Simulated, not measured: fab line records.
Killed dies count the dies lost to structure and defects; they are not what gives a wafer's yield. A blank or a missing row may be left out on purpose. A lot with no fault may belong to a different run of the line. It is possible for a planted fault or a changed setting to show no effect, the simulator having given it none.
Split-lot trial	flow berkeley_cmos170	route with 331 steps; 5 lots, 23 wafers read

## ON THE SPLIT
At UCB170_ACTIVE_COAT_08 (resist thk 900 nm), the setting spin_rpm was moved away from the recipe's 1500 rpm on 11 of the 23 wafers read, by -6.7% to +4.5%. All remaining wafers had this setting at the recipe value.

## FROM THE SPLIT TO THE READING: what the file shows between them, 3 steps
- UCB170_ACTIVE_PEB_11 (also split here: peb_temp_c)
- UCB170_ACTIVE_DEVELOP_12: develop time 45 s
- UCB170_ACTIVE_CD_MEAS_13: target cd 1200 nm

## THE READING
KrF_of_ACTIVE_COAT_08.thk_nm (the simulator's own value, which no gauge read), in nm, at UCB170_ACTIVE_ETCH_15 (etches Si3N4 in CH3F/Ar/O2, stops on SiO2, target depth 242 nm, time 151 s). The file does not state a usual value for it. Here, 12 wafers ran the recipe; their average is 723.2 nm with a standard deviation of 5 nm.

wafer	tool, chamber at the split	spin_rpm as run, rpm	against the recipe	KrF_of_ACTIVE_COAT_08.thk_nm, nm	against lot-mates on the recipe
L075.2	litho_track-02, 0	1500	recipe	717.9	-
L075.3	litho_track-02, 0	1500	recipe	724.7	-
L075.4	litho_track-02, 0	1500	recipe	722.4	-
L074.2	litho_track-04, 0	1568	+4.5%	713.2	-19.1
L074.3	litho_track-04, 0	1500	recipe	734.4	-
L074.4	litho_track-04, 0	1500	recipe	730.3	-
L074.5	litho_track-04, 0	1568	+4.5%	712.4	-19.9
L074.6	litho_track-04, 0	1568	+4.5%	710.7	-21.6
L078.1	litho_track-04, 0	1532	+2.1%	714.9	-7.7
L078.2	litho_track-04, 0	1500	recipe	721.4	-
L078.3	litho_track-04, 0	1500	recipe	723.8	-
L078.4	litho_track-04, 0	1532	+2.1%	715.8	-6.8
L078.6	litho_track-04, 0	1532	+2.1%	715	-7.6
L081.1	litho_track-01, 0	1428	-4.8%	749.7	+28.8
L081.2	litho_track-01, 0	1500	recipe	719	-
L081.3	litho_track-01, 0	1500	recipe	723.7	-
L081.4	litho_track-01, 0	1428	-4.8%	747.3	+26.4
L081.6	litho_track-01, 0	1500	recipe	720	-
L080.1	litho_track-01, 0	1399	-6.7%	755.4	+34.7
L080.2	litho_track-01, 0	1399	-6.7%	755.1	+34.4
L080.3	litho_track-01, 0	1500	recipe	725.7	-
L080.4	litho_track-01, 0	1500	recipe	715.7	-
L080.5	litho_track-01, 0	1399	-6.7%	754	+33.3

FIT RESULTS
A straight line over all 23 wafers: KrF_of_ACTIVE_COAT_08.thk_nm changes by -4.13 nm for each +1% of spin_rpm; r = -0.95; the points scatter about the line by 4.8 nm.
The same after taking each lot's own level away (the mean of its wafers on the recipe; 23 wafers): -4.92 nm for each +1%; r = -0.99; scatter 2.7 nm.
That fit puts the effect of the largest move of spin_rpm on the reading at 33 nm.
The lots' own levels span 720.70 to 732.35 nm, that is 2.3 times the standard deviation above.
Hence the slope depends on the lot-to-lot level, as the two fits are not the same.
Check: with one of the wafers moved furthest among these (-6.7%) left out of the fit, the line predicts +34.2 nm for it against its lot-mates. It came out at +34.7 nm against them.

## THESE WAFERS: OTHER SPLITS
Other splits were also applied to these wafers ahead of the reading. Each is held against what the fit with the lots' levels taken away leaves over:
other split on the same wafers	wafers away from the commonest value	r with KrF_of_ACTIVE_COAT_08.thk_nm (lot level and that fit taken away)
UCB170_START_OXIDATION_02 temp_c	10	+0.16
UCB170_ZERO_COAT_01 spin_rpm	10	-0.24
UCB170_NWELL_IMPLANT_14 energy_kev	9	-0.03
UCB170_ACTIVE_PEB_11 peb_temp_c	6	+0.07

## THE WHOLE CHAIN: every reading that the file lists as answering this split, in the file's order
step	what it does	reading	change (the file's fit)	r (the file's)
UCB170_ACTIVE_COAT_08	resist thk 900 nm	KrF_of_ACTIVE_COAT_08.thk_nm (the simulator's own value, which no gauge read)	-4.8 nm for each +1% of the setting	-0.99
UCB170_ACTIVE_ETCH_15	etches Si3N4 in CH3F/Ar/O2, stops on SiO2, target depth 242 nm, time 151 s	KrF_of_ACTIVE_COAT_08.thk_nm (the simulator's own value, which no gauge read)	-5.02 nm for each +1% of the setting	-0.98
UCB170_ACTIVE_STRIP_16	strips in O2	strip_time_to_endpoint_s	withheld for each +1% of the setting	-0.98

## FILE'S OWN FIT
KrF_of_ACTIVE_COAT_08.thk_nm changes by -5.02 nm for each +1% of spin_rpm, r = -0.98.
